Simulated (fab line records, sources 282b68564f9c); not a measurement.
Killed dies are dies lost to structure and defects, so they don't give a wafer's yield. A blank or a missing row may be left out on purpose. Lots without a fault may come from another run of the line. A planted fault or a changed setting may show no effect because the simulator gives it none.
fab line records | flow rit_cmos
record lots=5 wafers=15 last_day=8
route steps=202 shown PWELL@44 WELLDRIVE@50 NWELL@51 NRETRO@53 PRETRO@64 GATE@75 M1@202
lots that met no fault: from a run of the same line without faults
start_h: hours from the record's first day to the start of the lot's first wafer shown | wait_h: hours since the lot's step before | " the same as in the row above | L1.1+2: a row that stands for several wafers | - no value, or no start given | * or withheld: withheld | < > ~ a bound
route shown NAME@n: a module of which the file shows steps, and the number in the route of the first | usual: mean/standard deviation of fault-free wafers | same: alike in all rows | chamber/n: place in a boat | sites: the reading at each site | _std_site: their standard deviation | _edge_site: outer sites' mean less inner sites' | radius_mm: how far each site lies from the wafer's centre | mask NAME#n: copy n | behind: the tool/chamber that last shaped the wafer | hold: why the lot was held/for how many hours/how that ended | device: the transistor (n, p or np) that didn't switch | end of line: the same wafers' tests at the end of the route | a step without rows: its recipe alone | killed: dies lost to structure and defects at the first sort, not the wafer's yield | map: a wafer's dies, x killed, . not, _ none there
set.NAME: the setting as run; set.NAME@STEP: as run at that earlier step | model.NAME: the simulator's own value behind a step, which no gauge read
lots at some steps of the route; a table a step, a row a wafer
services: from which hour (start_h, from the record's first day; less than 0 if before it) a tool's chamber was out of use, for how many hours, and why
## steps
# step RIT_PWELL_DEVELOP_05
# recipe resist=NOVOLAK develop_time_s=68 dev_temp_c=23
# step RIT_PWELL_OVL_MEAS_06
# usual PWELL_OVL=-1.6/1.3
# columns lot.wafer tool chamber start_h wait_h PWELL_OVL[nm]
L445.2 overlay-02 - 36.02 - -0.3
L445.3 " - " " -1.3
L445.6 " - " " -1.1
L451.1 overlay-02 - 64.09 - -3.4
L451.5 " - " " -1.3
L451.6 " - " " 0.3
L454.1 overlay-01 - 78.72 - -1.8
L454.3 " - " " -0.4
L454.4 " - " " -1.4
L461.2 overlay-02 - 112.64 - -0.5
L461.3 " - " " -2.4
L461.5 " - " " -1.4
L466.2 overlay-01 - 145.28 - -1.2
L466.3 " - " " -1.8
L466.5 " - " " -0.4
# step RIT_PWELL_HARDBAKE_07
# recipe resist=NOVOLAK temp_c=140 time_s=120
# step RIT_PWELL_IMPLANT_08
# recipe species=B energy_kev=170 dose_cm2=7e+13 tilt_deg=7
# step RIT_PWELL_STRIP_09
# recipe chemistry=O2 time_s=180 resist=NOVOLAK platen_temp_c=withheld power_w=500 pressure_mtorr=4000 o2_flow_sccm=4000
# usual drypump_motor_current_A=5.95/0.25
# columns lot.wafer tool chamber start_h wait_h drypump_motor_current_A rf_hours_counter_h
L445.2 plasma_asher-04 1 36.45 0.1 6.28 38
L445.3 " 1 " " 6.31 -
L445.6 " 1 " " 6.29 -
L451.1 plasma_asher-03 1 64.52 0.1 5.95 42
L451.5 " 0 " " 6.00 -
L451.6 " 1 " " 5.93 -
L454.1 plasma_asher-02 0 79.15 0.1 5.53 45
L454.3 " 1 " " 5.65 -
L454.4 " 0 " " 5.51 -
L461.2 plasma_asher-04 0 113.07 0.1 6.15 47
L461.3 " 1 " " 6.29 -
L461.5 " 0 " " 6.16 -
L466.2 plasma_asher-03 1 145.71 0.1 5.92 3
L466.3 " 1 " " 5.92 -
L466.5 " 1 " " 5.93 -
# step RIT_PWELL_TW_MEAS_10
# usual PWELL_TW=953/7.2
# columns lot.wafer tool chamber start_h wait_h PWELL_TW
L445.2 film_metro-02 - 36.64 0.1 954
L445.3 " - " " 951
L445.6 " - " " 952
L451.1 film_metro-03 - 64.70 0.1 959
L451.5 " - " " 963
L451.6 " - " " 959
L454.1 film_metro-03 - 79.33 0.1 962
L454.3 " - " " 964
L454.4 " - " " 956
L461.2 film_metro-03 - 113.25 0.1 951
L461.3 " - " " 951
L461.5 " - " " 955
L466.2 film_metro-02 - 145.89 0.1 959
L466.3 " - " " 956
L466.5 " - " " 956
# step RIT_WELLDRIVE_ANNEAL_00
# recipe temp_c=1100 time_s=14700 ambient=N2
# step RIT_WELLDRIVE_RS_MEAS_01
# recipe thk_meas_gauge=four-point-probe
# usual NWELL_RS=275.9/0.72
# columns lot.wafer tool chamber start_h wait_h NWELL_RS[ohm/sq]
L445.2 film_metro-04 - 43.12 0.0 275.3
L445.3 " - " " 275.8
L445.6 " - " " 276.0
L451.1 film_metro-02 - 69.84 0.0 275.6
L451.5 " - " " 277.2
L451.6 " - " " 276.1
L454.1 film_metro-04 - 84.47 0.0 274.0
L454.3 " - " " 274.9
L454.4 " - " " 274.3
L461.2 film_metro-03 - 119.59 0.0 275.2
L461.3 " - " " 275.4
L461.5 " - " " 274.8
L466.2 film_metro-04 - 152.16 0.0 276.0
L466.3 " - " " 276.7
L466.5 " - " " 275.9
# step RIT_WELLDRIVE_RS_MEAS_02
# recipe thk_meas_gauge=four-point-probe
# usual PWELL_RS=429.9/1.4
# columns lot.wafer tool chamber start_h wait_h PWELL_RS[ohm/sq]
L445.2 film_metro-04 - 43.24 0.1 429.3
L445.3 " - " " 429.0
L445.6 " - " " 429.1
L451.1 film_metro-02 - 69.96 0.1 431.6
L451.5 " - " " 432.4
L451.6 " - " " 433.2
L454.1 film_metro-04 - 84.59 0.1 430.7
L454.3 " - " " 429.1
L454.4 " - " " 430.3
L461.2 film_metro-03 - 119.71 0.1 432.3
L461.3 " - " " 433.1
L461.5 " - " " 432.8
L466.2 film_metro-04 - 152.28 0.1 429.9
L466.3 " - " " 429.0
L466.5 " - " " 429.9
# step RIT_NRETRO_HMDS_00
# recipe prime_time_s=60 prime_temp_c=140
# step RIT_NRETRO_COAT_01
# recipe resist=NOVOLAK spin_rpm=2000 resist_thk_nm=1300
# step RIT_NRETRO_SOFTBAKE_02
# recipe resist=NOVOLAK temp_c=90 time_s=60
# step RIT_NRETRO_EXPOSE_03
# recipe mask_id=M4 na=0.57 target_cd_nm=43900 dose_mj=250
# same na=0.57
# columns lot.wafer tool chamber start_h wait_h mask
L445.2+3+6 iline_stepper-01 0 43.81 0.1 M4#0
L451.1+5+6 iline_stepper-02 0 70.65 0.2 M5#0
L454.1+3+4 iline_stepper-01 0 85.28 0.2 M4#0
L461.2+3+5 iline_stepper-02 0 120.28 0.1 M4#0
L466.2+3+5 iline_stepper-02 0 152.85 0.1 M4#0
# step RIT_NRETRO_PEB_04
# recipe resist=NOVOLAK temp_c=withheld time_s=withheld
# step RIT_NRETRO_DEVELOP_05
# recipe resist=NOVOLAK develop_time_s=68 dev_temp_c=23
# step RIT_NRETRO_OVL_MEAS_06
# usual NRETRO_OVL=-0.5/1.1
# columns lot.wafer tool chamber start_h wait_h NRETRO_OVL[nm]
L445.2 overlay-02 - 44.23 - -0.3
L445.3 " - " " -1.8
L445.6 " - " " -1.3
L451.1 overlay-01 - 71.08 - -
L451.5 " - " " -
L451.6 " - " " -
L454.1 overlay-02 - 85.71 - -1.2
L454.3 " - " " -1.9
L454.4 " - " " 0.6
L461.2 overlay-02 - 120.69 - -1.1
L461.3 " - " " -0.9
L461.5 " - " " -1.3
L466.2 overlay-02 - 153.26 - -1.0
L466.3 " - " " -0.5
L466.5 " - " " -0.2
# step RIT_NRETRO_HARDBAKE_07
# recipe resist=NOVOLAK temp_c=140 time_s=120
# step RIT_NRETRO_IMPLANT_08
# recipe species=P energy_kev=70 dose_cm2=1e+13 tilt_deg=7
# step RIT_NRETRO_STRIP_09
# recipe chemistry=O2 time_s=180 resist=NOVOLAK platen_temp_c=withheld power_w=500 pressure_mtorr=4000 o2_flow_sccm=4000
# usual drypump_motor_current_A=5.7/0.43
# columns lot.wafer tool chamber start_h wait_h drypump_motor_current_A rf_hours_counter_h
L445.2 plasma_asher-02 0 44.66 0.1 5.5 41
L445.3 " 0 " " 5.5 -
L445.6 " 1 " " 5.6 -
L451.1 plasma_asher-04 0 71.52 0.1 6.2 42
L451.5 " 0 " " 6.2 -
L451.6 " 1 " " 6.3 -
L454.1 plasma_asher-01 0 86.15 0.1 5.5 30
L454.3 " 1 " " 5.0 -
L454.4 " 0 " " 5.5 -
L461.2 plasma_asher-04 1 121.12 0.1 6.3 48
L461.3 " 0 " " 6.2 -
L461.5 " 1 " " 6.3 -
L466.2 plasma_asher-04 1 153.69 0.1 6.3 50
L466.3 " 0 " " 6.2 -
L466.5 " 0 " " 6.2 -
# step RIT_NRETRO_TW_MEAS_10
# usual NRETRO_TW=1050/7.9
# columns lot.wafer tool chamber start_h wait_h NRETRO_TW
L445.2 film_metro-01 - 44.84 0.1 1053
L445.3 " - " " 1057
L445.6 " - " " 1046
L451.1 film_metro-04 - 71.70 0.1 30
L451.5 " - " " 30
L451.6 " - " " 30
L454.1 film_metro-01 - 86.33 0.1 1047
L454.3 " - " " 1041
L454.4 " - " " 1048
L461.2 film_metro-03 - 121.31 0.1 1056
L461.3 " - " " 1053
L461.5 " - " " 1059
L466.2 film_metro-04 - 153.88 0.1 1042
L466.3 " - " " 1039
L466.5 " - " " 1036
# step RIT_PRETRO_HMDS_00
# recipe prime_time_s=60 prime_temp_c=140
# step RIT_PRETRO_COAT_01
# recipe resist=NOVOLAK spin_rpm=2000 resist_thk_nm=1300
# step RIT_PRETRO_SOFTBAKE_02
# recipe resist=NOVOLAK temp_c=90 time_s=60
# step RIT_PRETRO_EXPOSE_03
# recipe mask_id=M5 na=0.57 target_cd_nm=43700 dose_mj=250
# step RIT_PRETRO_PEB_04
# recipe resist=NOVOLAK temp_c=withheld time_s=withheld
# step RIT_PRETRO_DEVELOP_05
# recipe resist=NOVOLAK develop_time_s=68 dev_temp_c=23
# step RIT_PRETRO_OVL_MEAS_06
# usual PRETRO_OVL=-0.2/1.5
# columns lot.wafer tool chamber start_h wait_h PRETRO_OVL[nm]
L445.2 overlay-02 - 45.90 - -1.1
L445.3 " - " " -1.1
L445.6 " - " " -1.4
L451.1 overlay-02 - 72.76 - -0.4
L451.5 " - " " 0.3
L451.6 " - " " -0.6
L454.1 overlay-01 - 87.39 - -0.9
L454.3 " - " " -0.5
L454.4 " - " " 1.2
L461.2 overlay-01 - 122.37 - 1.9
L461.3 " - " " -0.1
L461.5 " - " " 1.0
L466.2 overlay-02 - 154.81 - -0.2
L466.3 " - " " -1.7
L466.5 " - " " 0.0
# step RIT_PRETRO_HARDBAKE_07
# recipe resist=NOVOLAK temp_c=140 time_s=120
# step RIT_PRETRO_IMPLANT_08
# recipe species=B energy_kev=45 dose_cm2=1.2e+13 tilt_deg=7
# step RIT_PRETRO_STRIP_09
# recipe chemistry=O2 time_s=180 resist=NOVOLAK platen_temp_c=withheld power_w=500 pressure_mtorr=4000 o2_flow_sccm=4000
# usual drypump_motor_current_A=5.6/0.37
# columns lot.wafer tool chamber start_h wait_h drypump_motor_current_A rf_hours_counter_h
L445.2 plasma_asher-01 0 46.36 0.1 5.5 25
L445.3 " 0 " " 5.5 -
L445.6 " 0 " " 5.6 -
L451.1 plasma_asher-02 0 73.20 0.1 5.5 44
L451.5 " 1 " " 5.6 -
L451.6 " 0 " " 5.5 -
L454.1 plasma_asher-01 0 87.86 0.1 5.5 30
L454.3 " 1 " " 4.9 -
L454.4 " 0 " " 5.5 -
L461.2 plasma_asher-03 0 122.80 0.1 6.0 1
L461.3 " 1 " " 5.9 -
L461.5 " 1 " " 5.9 -
L466.2 plasma_asher-03 1 155.24 0.1 5.9 4
L466.3 " 0 " " 6.0 -
L466.5 " 1 " " 5.9 -
# step RIT_PRETRO_TW_MEAS_10
# usual PRETRO_TW=476/3.3
# columns lot.wafer tool chamber start_h wait_h PRETRO_TW
L445.2 film_metro-02 - 46.55 0.1 476
L445.3 " - " " 477
L445.6 " - " " 475
L451.1 film_metro-03 - 73.37 0.1 1089
L451.5 " - " " 1090
L451.6 " - " " 1082
L454.1 film_metro-03 - 88.04 0.1 480
L454.3 " - " " 481
L454.4 " - " " 481
L461.2 film_metro-01 - 122.98 0.1 471
L461.3 " - " " 473
L461.5 " - " " 472
L466.2 film_metro-01 - 155.43 0.1 474
L466.3 " - " " 472
L466.5 " - " " 474
# step RIT_GATE_WET_ETCH_00
# recipe chemistry=BOE target=SiO2 target_depth_nm=56 time_s=60 dry=n2_spin dilution=10:1 temp_c=21.5
# step RIT_M1_PROBE_99
# usual killed_at_front_end=7/3 killed_dies=7/3 killed_on_rim=2.1/1.6 killed_open=3.4/1.8 killed_short=3.8/2.1
# same gross_dies=264 killed_at_M0_to_M3=0 killed_at_M4_up=0 killed_at_back_side=0 killed_at_contacts=0 killed_at_other=0
# columns lot.wafer tool chamber start_h wait_h killed_at_front_end killed_dies killed_on_rim killed_open killed_short
L445.2 prober-01 - 72.47 0.1 9 9 4 3 6
L445.3 prober-01 - 72.52 0.2 11 11 6 5 6
L445.6 prober-01 - 72.67 0.2 8 8 3 4 4
L451.1 prober-02 - 100.05 0.1 264 264 70 3 5
L451.5 prober-02 - 100.25 0.2 264 264 70 2 3
L451.6 prober-02 - 100.30 0.2 264 264 70 3 2
L466.2 prober-01 - 184.83 0.1 10 10 2 3 7
L466.3 prober-01 - 184.88 0.2 12 12 4 7 5
L466.5 prober-01 - 184.98 0.2 7 7 0 5 2
# killed by level:class
L445.2 GATE:geometric_particle:short=3 GATE:geometric_particle:open=2 REOX:geometric_particle:open=1 REOX:geometric_particle:short=1 SPACER:geometric_particle:short=1 SILICIDE:geometric_particle:short=1
L445.3 GATE:geometric_particle:short=5 GATE:geometric_particle:open=3 REOX:geometric_particle:open=2 SILICIDE:geometric_particle:short=1
L445.6 GATE:geometric_particle:open=4 GATE:geometric_particle:short=2 SILICIDE:geometric_particle:short=2
L451.1 NRETRO:area_expose=256 GATE:geometric_particle:open=2 FOX1:geometric_particle:short=1 GATE:geometric_particle:short=1 REOX:geometric_particle:short=1 SPACER:geometric_particle:short=1 SILICIDE:geometric_particle:open=1 SILICIDE:geometric_particle:short=1
L451.5 NRETRO:area_expose=259 GATE:geometric_particle:open=1 GATE:geometric_particle:short=1 SPACER:geometric_particle:open=1 SPACER:geometric_particle:short=1 SILICIDE:geometric_particle:short=1
L451.6 NRETRO:area_expose=259 FOX2:geometric_particle:short=1 GATE:geometric_particle:short=1 GATE:geometric_particle:open=1 REOX:geometric_particle:open=1 SPACER:geometric_particle:open=1
L466.2 GATE:geometric_particle:short=3 FOX1:geometric_particle:short=2 SPACER:geometric_particle:open=2 GATE:geometric_particle:open=1 REOX:geometric_particle:short=1 SPACER:geometric_particle:short=1
L466.3 GATE:geometric_particle:short=3 GATE:geometric_particle:open=2 REOX:geometric_particle:open=2 FOX1:geometric_particle:open=1 FOX2:geometric_particle:short=1 SPACER:geometric_particle:open=1 SILICIDE:geometric_particle:short=1 SILICIDE:geometric_particle:open=1
L466.5 GATE:geometric_particle:open=2 SPACER:geometric_particle:open=2 SPACER:geometric_particle:short=1 SILICIDE:geometric_particle:open=1 SILICIDE:geometric_particle:short=1
# map L451.1 (x killed, . not)
________xxxxxxx_______
_____xxxxxxxxxxxxx____
____xxxxxxxxxxxxxxx___
___xxxxxxxxxxxxxxxxx__
__xxxxxxxxxxxxxxxxxxx_
__xxxxxxxxxxxxxxxxxxx_
_xxxxxxxxxxxxxxxxxxxxx
_xxxxxxxxxxxxxxxxxxxxx
_xxxxxxxxxxxxxxxxxxxxx
_xxxxxxxxxxxxxxxxxxxxx
__xxxxxxxxxxxxxxxxxxx_
__xxxxxxxxxxxxxxxxxxx_
___xxxxxxxxxxxxxxxxx__
____xxxxxxxxxxxxxxx___
_____xxxxxxxxxxxxx____
________xxxxxxx_______
# map L461.2 (x killed, . not)
________......._______
_____.............____
____.x.............___
___.......x.........__
__..................._
__..................._
_..........x..........
_.....................
_.....................
_...................x.
__..................._
__..................._
___.........x.......__
____.....x.........___
_____.x........x..____
________......._______
## services
# columns tool chamber start_h hours kind
plasma_asher-04 - 12.91 14.6 pm
iline_stepper-02 - 35.36 7.5 repair
iline_stepper-01 0 51.18 - calibration
plasma_asher-03 - 76.25 2.9 repair
iline_stepper-01 - 76.63 1.7 pm
plasma_asher-04 - 78.88 2.8 pm
plasma_asher-03 - 108.75 9.0 pm
plasma_asher-03 0 108.75 9.0 vent_cycle
plasma_asher-03 1 108.75 9.0 vent_cycle
iline_stepper-02 - 110.73 1.7 repair
plasma_asher-03 - 116.03 0.7 repair
plasma_asher-03 0 117.75 - clean
plasma_asher-03 1 117.75 - clean
plasma_asher-01 - 136.21 0.6 repair
## key
first_sign step=RIT_NRETRO_EXPOSE_03 reading=mask direction=changed
effect step=RIT_NRETRO_OVL_MEAS_06 reading=NRETRO_OVL direction=missing
effect step=RIT_NRETRO_TW_MEAS_10 reading=NRETRO_TW direction=down sigmas=99+ usual=1050 struck=30
effect step=RIT_PRETRO_TW_MEAS_10 reading=PRETRO_TW direction=up sigmas=99+ usual=476 struck=1087
effect step=RIT_M1_PROBE_99 reading=killed_at_front_end direction=up sigmas=85 usual=7 struck=264
more_kills_born_at RIT_NRETRO_EXPOSE_03@iline_stepper-02=774
met_at RIT_NRETRO_EXPOSE_03
struck_wafers L451.1,L451.5,L451.6
tester_left_out L451
fault kind=wrong_mask tool=any chamber=- onset_h=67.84 steps=RIT_NRETRO_EXPOSE_03 aux_copy=M5#0 scope=struck_lots_only
# tester_left_out: of these lots the tester's yield and bins aren't shown, on N5 and GAA mostly nor the transistor test; their killed dies are dies lost to structure and defects alone, not to doping, threshold or leakage, so they don't give the yield
